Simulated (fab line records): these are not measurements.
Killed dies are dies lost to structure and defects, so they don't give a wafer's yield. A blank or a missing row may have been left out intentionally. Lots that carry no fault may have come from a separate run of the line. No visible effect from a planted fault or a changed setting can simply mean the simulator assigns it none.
8D (eight disciplines) problem report, filled in by code || flow berkeley cmos170 || the parts of the form that need people (team, actions taken, sign-off) are left out

1. THE ISSUE
Mean V2_POLISHED_THK at UCB170_V2_THK_MEAS_04: 1350.0 nm over 4 wafers in 2 lots; fault-free wafers: 999.8 nm, standard deviation 1.1. That is +99 or more standard deviations from the usual mean.
First observed at day 10 09:03: wafer L906.3, on film metro-04. The record has a number at this step for 18 wafers belonging to 6 lots. Rule for "out" (also "out of limits"): further than 4 standard deviations from the usual mean. The other wafers with a number count as sound.

2. WHAT IT IS, AND WHAT IT ISN'T
{"question": "which readings at this step", "is": "V2_POLISHED_THK", "is not": "-"}
{"question": "which lots", "is": "L906, L907", "is not": "L897, L898, L905, L914"}
{"question": "which wafers of those lots", "is": "L906.3, L906.5, L907.3, L907.6", "is not": "L906.4, L907.2"}
{"question": "read on which gauges", "is": "film metro-04", "is not": "film metro-03"}
{"question": "when", "is": "from day 10 09:03", "is not": "up to then (7 sound wafers); but 7 sound wafers of L905, L907, L914 came after"}

3. WHAT RULES OUT EACH SUSPECT
Counting: any tool at a process step up to the reading remains a suspect provided it ran every lot that is out. Sound lots after the first of them don't rule it out here, since some wafers of a struck lot are sound.
- the gauge at UCB170_V2_THK_MEAS_04 has been ruled out. All the wafers that are out were read on film metro-04, but those of them that UCB170_V2_ETCH_14 has rows for are out there too, on other tools.
- cmp-01 at UCB170_V2_CMP_02 (polishes SiO2): kept. It ran every lot that is out, first L906 (day 10 08:37); its last sound lot up to then is L897 (day 8 19:28).
- cmp-01, UCB170_V2_CMP_02: wafers that are out in chamber 0, sound lot-mates in chambers 1, 2.
After counting, what remains is cmp-01 at UCB170_V2_CMP_02.

4. THE CAUSE (what the simulator had put in)
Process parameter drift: cmp-01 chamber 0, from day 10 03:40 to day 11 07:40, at UCB170_V2_CMP_02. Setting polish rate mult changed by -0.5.
After counting, this tool was the only one left.

5. SEQUENCE OF EFFECTS, ordered by route
One row per reading whose mean, taken over the struck wafers that have a number, lies over 3 standard deviations from the usual. Only readings whose record carries a usual standard deviation are examined. hours: median over the lots of the time between each lot's start at the first step of this table that gives one and its start at this step. sigmas: the change, counted in usual standard deviations.
{"hours": 0, "step": "UCB170_V2_THK_MEAS_04", "reading": "V2_POLISHED_THK", "usual": "999.8 nm", "on struck wafers": 1350.0, "change": "+350.2", "sigmas": "+99 or more"}
{"hours": 2, "step": "UCB170_V2_ETCH_14", "reading": "oes product au", "usual": "0.869 a.u.", "on struck wafers": 1.004, "change": "+0.135", "sigmas": "+9.0"}
It contains these process steps:
- UCB170_V2_ETCH_14: etches SiO2 in CHF3/CF4/Ar, stops on Al, target depth 1250 nm, time 291 s.
Later measuring or inspecting steps at which every struck wafer that the step has a row for has a number for every such reading, and none has moved that far: UCB170_V2_CD_MEAS_12, UCB170_V2_OVL_MEAS_13.

6. WHAT WOULD HAVE CAUGHT IT SOONER
In this record the first reading out of limits at a measuring or inspecting step was taken at day 10 09:03, 5 hours after the fault began at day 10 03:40.
An alarm limit of 4 standard deviations would not have fired on the tool readings at UCB170_V2_CMP_02 for which the record gives a usual standard deviation, since none of them was out on any struck wafer.
Lots out: 2; of these, L907 started UCB170_V2_CMP_02 on cmp-01 after day 10 09:03. It would have been spared by a hold on the tool at that moment.
